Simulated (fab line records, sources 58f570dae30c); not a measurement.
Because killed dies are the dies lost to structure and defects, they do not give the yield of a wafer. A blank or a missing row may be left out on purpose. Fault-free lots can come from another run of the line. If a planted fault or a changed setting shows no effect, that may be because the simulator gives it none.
fab line records -- flow berkeley-cmos170
[record] lots = 14, wafers = 42, last-day = 12
route steps=331 shown NLDD@164 CONTACT@224 M1@238 M2@288
lots that met no fault: from a run of the same line without faults
start-h: the number of hours between the record's first day and the start of the first shown wafer of the lot -- wait-h: hours from the lot's prior step to this one -- " repeats the value in the row above -- L1.1+2: several wafers, shown together as one row -- - no value, or no start given -- * or withheld: withheld -- < > ~ a bound
route shown NAME@n: NAME is a module with steps in the file, n the number in the route of the first one -- usual: mean/standard deviation taken from wafers without a fault -- same: alike in all rows -- chamber/n: place in a boat -- sites: per-site readings -- _std_site: standard deviation across them -- _edge_site: inner sites' mean taken away from outer sites' mean -- radius-mm: how far each site lies from the wafer's centre -- mask NAME#n: copy n -- behind: the tool/chamber that last shaped the wafer -- hold: why the lot went on hold/how many hours it stayed there/how the hold came to an end -- device: whichever transistor did not switch (one of n, p or np) -- end of line: at the end of the route, the tests of the same wafers -- for a step that has no rows: nothing shown but its recipe -- killed: at the first sort, the dies lost to defects and structure; wafer yield is something else -- map: per-die view of a wafer (x killed, . not killed, _ where there is no die)
set.NAME: the run value of the setting; set.NAME@STEP: its run value at that earlier step -- model.NAME: the simulator's own value behind a step, which no gauge read
route steps across a sampled set of lots; one table per step, one row per wafer
services: a tool's chamber out of use, with start hour (start-h, from the record's first day; less than 0 if before it), hours out, and reason
[[steps]]
[step UCB170_NLDD_CD_MEAS_06]
[recipe] target-cd-nm = 1200
[usual] cd-nm = 1200.3/1.7
lot.wafer,tool,chamber,start-h,wait-h,cd-nm
L386.2,cd-sem-02,-,149.31,-,1198.5
L386.3,cd-sem-02,-,149.31,-,1196.5
L386.5,cd-sem-02,-,149.31,-,1197.8
L387.1,cd-sem-02,-,160.46,-,1201.0
L387.2,cd-sem-02,-,160.46,-,1202.5
L387.4,cd-sem-02,-,160.46,-,1202.5
L391.3,cd-sem-02,-,165.18,-,1203.6
L391.5,cd-sem-02,-,165.18,-,1204.3
L391.6,cd-sem-02,-,165.18,-,1202.4
L388.1,cd-sem-01,-,165.41,-,1199.0
L388.3,cd-sem-01,-,165.41,-,1200.2
L388.4,cd-sem-01,-,165.41,-,1199.4
L389.2,cd-sem-02,-,165.71,-,1201.1
L389.3,cd-sem-02,-,165.71,-,1200.2
L389.5,cd-sem-02,-,165.71,-,1200.0
L392.3,cd-sem-01,-,186.88,-,1204.9
L392.4,cd-sem-01,-,186.88,-,1204.2
L392.5,cd-sem-01,-,186.88,-,1204.5
L394.1,cd-sem-01,-,194.36,-,1200.5
L394.3,cd-sem-01,-,194.36,-,1201.2
L394.5,cd-sem-01,-,194.36,-,1200.7
L396.1,cd-sem-01,-,202.23,-,1198.3
L396.3,cd-sem-01,-,202.23,-,1199.6
L396.6,cd-sem-01,-,202.23,-,1198.9
L398.1,cd-sem-01,-,208.98,-,1199.1
L398.4,cd-sem-01,-,208.98,-,1197.7
L398.5,cd-sem-01,-,208.98,-,1198.1
L395.2,cd-sem-01,-,209.17,-,1199.1
L395.4,cd-sem-01,-,209.17,-,1199.6
L395.5,cd-sem-01,-,209.17,-,1199.4
L400.3,cd-sem-01,-,209.43,-,1199.4
L400.4,cd-sem-01,-,209.43,-,1199.3
L400.6,cd-sem-01,-,209.43,-,1199.2
L402.1,cd-sem-02,-,237.05,-,1200.9
L402.2,cd-sem-02,-,237.05,-,1200.9
L402.4,cd-sem-02,-,237.05,-,1199.9
L403.1,cd-sem-01,-,238.35,-,1204.7
L403.3,cd-sem-01,-,238.35,-,1202.4
L403.5,cd-sem-01,-,238.35,-,1204.0
L406.1,cd-sem-01,-,247.95,-,1199.7
L406.3,cd-sem-01,-,247.95,-,1200.4
L406.5,cd-sem-01,-,247.95,-,1199.4
[step UCB170_CONTACT_RTA_08]
[recipe] temp-c = 900, time-s = 10, ambient = N2
[usual] lamp-power-pct = 23.7/2.6, wafer_temp_C_max = 904.2/1.8
lot.wafer,tool,chamber,start-h,wait-h,lamp-power-pct,wafer_temp_C_max
L386.2,rtp-anneal-02,0,164.45,0.0,21.1,903.1
L386.3,rtp-anneal-02,0,164.45,0.0,21.1,903.9
L386.5,rtp-anneal-02,0,164.45,0.0,21.1,902.5
L387.1,rtp-anneal-01,0,173.81,0.0,26.2,904.2
L387.2,rtp-anneal-01,0,173.81,0.0,26.2,905.8
L387.4,rtp-anneal-01,0,173.81,0.0,26.2,906.3
L388.1,rtp-anneal-01,0,179.46,0.0,26.2,904.8
L388.3,rtp-anneal-01,0,179.46,0.0,26.2,904.8
L388.4,rtp-anneal-01,0,179.46,0.0,26.2,904.7
L389.2,rtp-anneal-01,0,182.98,0.0,26.2,905.6
L389.3,rtp-anneal-01,0,182.98,0.0,26.2,904.4
L389.5,rtp-anneal-01,0,182.98,0.0,26.2,905.7
L391.3,rtp-anneal-02,0,182.99,0.0,21.1,903.1
L391.5,rtp-anneal-02,0,182.99,0.0,21.1,902.7
L391.6,rtp-anneal-02,0,182.99,0.0,21.1,902.6
L392.3,rtp-anneal-02,0,203.51,0.0,21.1,902.6
L392.4,rtp-anneal-02,0,203.51,0.0,21.1,902.6
L392.5,rtp-anneal-02,0,203.51,0.0,21.1,902.1
L394.1,rtp-anneal-01,0,207.68,0.0,26.2,904.9
L394.3,rtp-anneal-01,0,207.68,0.0,26.3,905.6
L394.5,rtp-anneal-01,0,207.68,0.0,26.3,905.1
L396.1,rtp-anneal-02,0,222.47,0.0,21.1,902.8
L396.3,rtp-anneal-02,0,222.47,0.0,21.1,903.5
L396.6,rtp-anneal-02,0,222.47,0.0,21.1,904.0
L398.1,rtp-anneal-01,0,222.65,0.0,26.2,905.6
L398.4,rtp-anneal-01,0,222.65,0.0,26.2,904.9
L398.5,rtp-anneal-01,0,222.65,0.0,26.2,905.8
L395.2,rtp-anneal-02,0,227.29,0.0,21.2,902.2
L395.4,rtp-anneal-02,0,227.29,0.0,21.1,901.8
L395.5,rtp-anneal-02,0,227.29,0.0,21.1,902.7
L400.3,rtp-anneal-02,0,229.10,0.0,21.1,902.8
L400.4,rtp-anneal-02,0,229.10,0.0,21.1,902.4
L400.6,rtp-anneal-02,0,229.10,0.0,21.1,902.8
L403.1,rtp-anneal-01,0,255.35,0.0,26.2,906.6
L403.3,rtp-anneal-01,0,255.35,0.0,26.3,906.5
L403.5,rtp-anneal-01,0,255.35,0.0,26.2,904.5
L402.1,rtp-anneal-02,0,255.54,0.0,21.1,902.5
L402.2,rtp-anneal-02,0,255.54,0.0,21.1,903.2
L402.4,rtp-anneal-02,0,255.54,0.0,21.1,902.6
L406.1,rtp-anneal-01,0,264.51,0.0,26.2,904.1
L406.3,rtp-anneal-01,0,264.51,0.0,26.2,905.6
L406.5,rtp-anneal-01,0,264.51,0.0,26.3,905.5
[step UCB170_M1_SPUTTER_00]
[recipe] material = Al, target-thk-nm = 600, time-s = 80, power-w = 6000, chamber-pressure-pa = 0.5
[usual] chamber-pressure-pa = 0.5000/0.001, throttle-valve-pct = 30.5/1.4
lot.wafer,tool,chamber,start-h,wait-h,chamber-pressure-pa,throttle-valve-pct
L386.2,pvd-sputter-03,-,166.59,0.0,0.5002,31.2
L386.3,pvd-sputter-03,-,166.59,0.0,0.5006,30.2
L386.5,pvd-sputter-03,-,166.59,0.0,0.5009,30.0
L387.1,pvd-sputter-03,-,175.74,0.0,0.4999,29.2
L387.2,pvd-sputter-03,-,175.74,0.0,0.4999,30.0
L387.4,pvd-sputter-03,-,175.74,0.0,0.5018,31.1
L388.1,pvd-sputter-02,-,183.69,0.0,0.5009,31.8
L388.3,pvd-sputter-02,-,183.69,0.0,0.5011,28.1
L388.4,pvd-sputter-02,-,183.69,0.0,0.4999,30.3
L391.3,pvd-sputter-04,-,186.23,0.0,0.4995,33.0
L391.5,pvd-sputter-04,-,186.23,0.0,0.5000,33.2
L391.6,pvd-sputter-04,-,186.23,0.0,0.5004,30.9
L389.2,pvd-sputter-04,-,186.29,0.0,0.5010,29.8
L389.3,pvd-sputter-04,-,186.29,0.0,0.4998,33.0
L389.5,pvd-sputter-04,-,186.29,0.0,0.5002,28.4
L392.3,pvd-sputter-03,-,205.60,0.0,0.4992,29.4
L392.4,pvd-sputter-03,-,205.60,0.0,0.4999,30.1
L392.5,pvd-sputter-03,-,205.60,0.0,0.4981,31.4
L394.1,pvd-sputter-04,-,209.43,0.0,0.4999,29.7
L394.3,pvd-sputter-04,-,209.43,0.0,0.4994,30.7
L394.5,pvd-sputter-04,-,209.43,0.0,0.5003,28.3
L396.1,pvd-sputter-03,-,224.16,0.0,0.5009,30.2
L396.3,pvd-sputter-03,-,224.16,0.0,0.4980,31.0
L396.6,pvd-sputter-03,-,224.16,0.0,0.5011,30.2
L398.1,pvd-sputter-03,-,224.88,0.0,0.5002,30.1
L398.4,pvd-sputter-03,-,224.88,0.0,0.5002,31.6
L398.5,pvd-sputter-03,-,224.88,0.0,0.4985,29.0
L395.2,pvd-sputter-04,-,229.28,0.0,0.5011,30.6
L395.4,pvd-sputter-04,-,229.28,0.0,0.5006,29.7
L395.5,pvd-sputter-04,-,229.28,0.0,0.4987,29.5
L400.3,pvd-sputter-03,-,231.04,0.0,0.4993,31.7
L400.4,pvd-sputter-03,-,231.04,0.0,0.5234,29.2
L400.6,pvd-sputter-03,-,231.04,0.0,0.4994,31.3
L403.1,pvd-sputter-03,-,257.31,0.0,0.5020,31.2
L403.3,pvd-sputter-03,-,257.31,0.0,0.5225,29.6
L403.5,pvd-sputter-03,-,257.31,0.0,0.5239,29.6
L402.1,pvd-sputter-04,-,258.00,0.0,0.4995,28.4
L402.2,pvd-sputter-04,-,258.00,0.0,0.5012,33.1
L402.4,pvd-sputter-04,-,258.00,0.0,0.4990,29.7
L406.1,pvd-sputter-02,-,267.98,0.0,0.5008,28.1
L406.3,pvd-sputter-02,-,267.98,0.0,0.5013,32.2
L406.5,pvd-sputter-02,-,267.98,0.0,0.4988,28.0
[step UCB170_M2_ETCH_17]
[recipe] chemistry = N2/H2, target-depth-a = withheld, overetch-a = withheld, target = BARC, time-s = withheld, source-w = 500, bias-w = 100, pressure-mtorr = 30, n2-flow-sccm = 100, h2-flow-sccm = 200
[usual] drypump-motor-current-A = 5.6/0.46, oes-product-au = 0.999/0.026, throttle-valve-pct = 13.22/0.17
lot.wafer,tool,chamber,start-h,wait-h,drypump-motor-current-A,oes-product-au,throttle-valve-pct
L386.2,rie-diel-02,0,179.98,0.0,4.8,1.025,13.28
L386.3,rie-diel-02,2,179.98,0.0,5.0,1.001,13.20
L386.5,rie-diel-02,3,179.98,0.0,5.0,0.953,13.04
L387.1,rie-diel-03,0,188.89,0.0,5.5,0.998,13.70
L387.2,rie-diel-03,2,188.89,0.0,5.7,1.026,13.23
L387.4,rie-diel-03,3,188.89,0.0,6.1,0.969,13.26
L388.1,rie-diel-03,1,198.44,0.0,5.4,0.992,13.05
L388.3,rie-diel-03,3,198.44,0.0,6.1,0.969,13.25
L388.4,rie-diel-03,0,198.44,0.0,5.6,0.996,13.69
L391.3,rie-diel-01,2,200.18,0.0,5.9,1.062,13.14
L391.5,rie-diel-01,3,200.18,0.0,6.4,0.988,13.24
L391.6,rie-diel-01,2,200.18,0.0,5.9,1.054,13.14
L389.2,rie-diel-02,0,200.72,0.0,4.8,1.003,13.28
L389.3,rie-diel-02,1,200.72,0.0,4.7,0.994,13.04
L389.5,rie-diel-02,3,200.72,0.0,5.0,0.950,13.05
L392.3,rie-diel-01,3,223.68,0.0,6.4,0.987,13.23
L392.4,rie-diel-01,2,223.68,0.0,5.9,1.054,13.14
L392.5,rie-diel-01,2,223.68,0.0,5.9,1.045,13.13
L394.1,rie-diel-02,2,223.70,0.0,5.0,0.990,13.19
L394.3,rie-diel-02,3,223.70,0.0,5.0,0.955,13.06
L394.5,rie-diel-02,2,223.70,0.0,5.0,0.983,13.20
L396.1,rie-diel-03,1,237.24,0.0,5.5,0.996,13.05
L396.3,rie-diel-03,0,237.24,0.0,5.6,0.992,13.71
L396.6,rie-diel-03,3,237.24,0.0,6.1,0.966,13.27
L398.1,rie-diel-02,2,237.51,0.0,5.0,0.990,13.18
L398.4,rie-diel-02,3,237.51,0.0,5.0,0.958,13.07
L398.5,rie-diel-02,0,237.51,0.0,4.9,1.013,13.27
L395.2,rie-diel-03,2,240.59,0.0,5.7,1.033,13.22
L395.4,rie-diel-03,0,240.59,0.0,5.6,0.999,13.68
L395.5,rie-diel-03,1,240.59,0.0,5.4,1.001,13.04
L400.3,rie-diel-01,2,241.56,0.0,5.9,1.056,13.13
L400.4,rie-diel-01,1,241.56,0.0,5.5,0.987,13.17
L400.6,rie-diel-01,0,241.56,0.0,5.7,1.013,13.13
L402.1,rie-diel-03,2,270.71,0.0,5.7,1.034,13.22
L402.2,rie-diel-03,0,270.71,0.0,5.6,1.009,13.69
L402.4,rie-diel-03,3,270.71,0.0,6.1,0.975,13.26
L403.1,rie-diel-01,1,270.74,0.0,5.6,0.985,13.17
L403.3,rie-diel-01,3,270.74,0.0,6.5,0.993,13.23
L403.5,rie-diel-01,0,270.74,0.0,5.7,1.013,13.13
L406.1,rie-diel-01,0,279.53,0.0,5.7,1.015,13.12
L406.3,rie-diel-01,1,279.53,0.0,5.6,0.992,13.20
L406.5,rie-diel-01,0,279.53,0.0,5.7,1.006,13.11
[[services]]
tool,chamber,start-h,hours,kind
rie-diel-02,1,179.85,-,clean
rie-diel-02,1,179.85,18.8,scheduled-down
rie-diel-02,1,179.85,18.8,vent-cycle
rie-diel-02,3,207.45,8.0,repair
rie-diel-03,0,211.18,20.7,repair
rtp-anneal-01,-,247.28,1.5,pm
rie-diel-01,3,274.99,5.0,repair
[[key]]
[first-sign] step = UCB170_M1_SPUTTER_00, reading = chamber-pressure-pa, direction = up, sigmas = 23, usual = 0.5000, struck = 0.5233
effect none on later readings
met-at UCB170_M1_SPUTTER_00
struck-lots L400,L403
struck-wafers L400.4,L403.3,L403.5
not-acting-at UCB170_NLDD_CD_MEAS_06,UCB170_CONTACT_RTA_08,UCB170_M2_ETCH_17
onset-between 224.88 231.04
[fault] kind = process-parameter-drift, tool = pvd-sputter-03, chamber = -, onset-h = 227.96, steps = UCB170_M1_SPUTTER_00, channel = chamber-pressure-pa, offset = 0.023173, shape = step, end-h = 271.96, acts-in = these-recipes-only, stated = 0.5, scope = struck-wafers-only
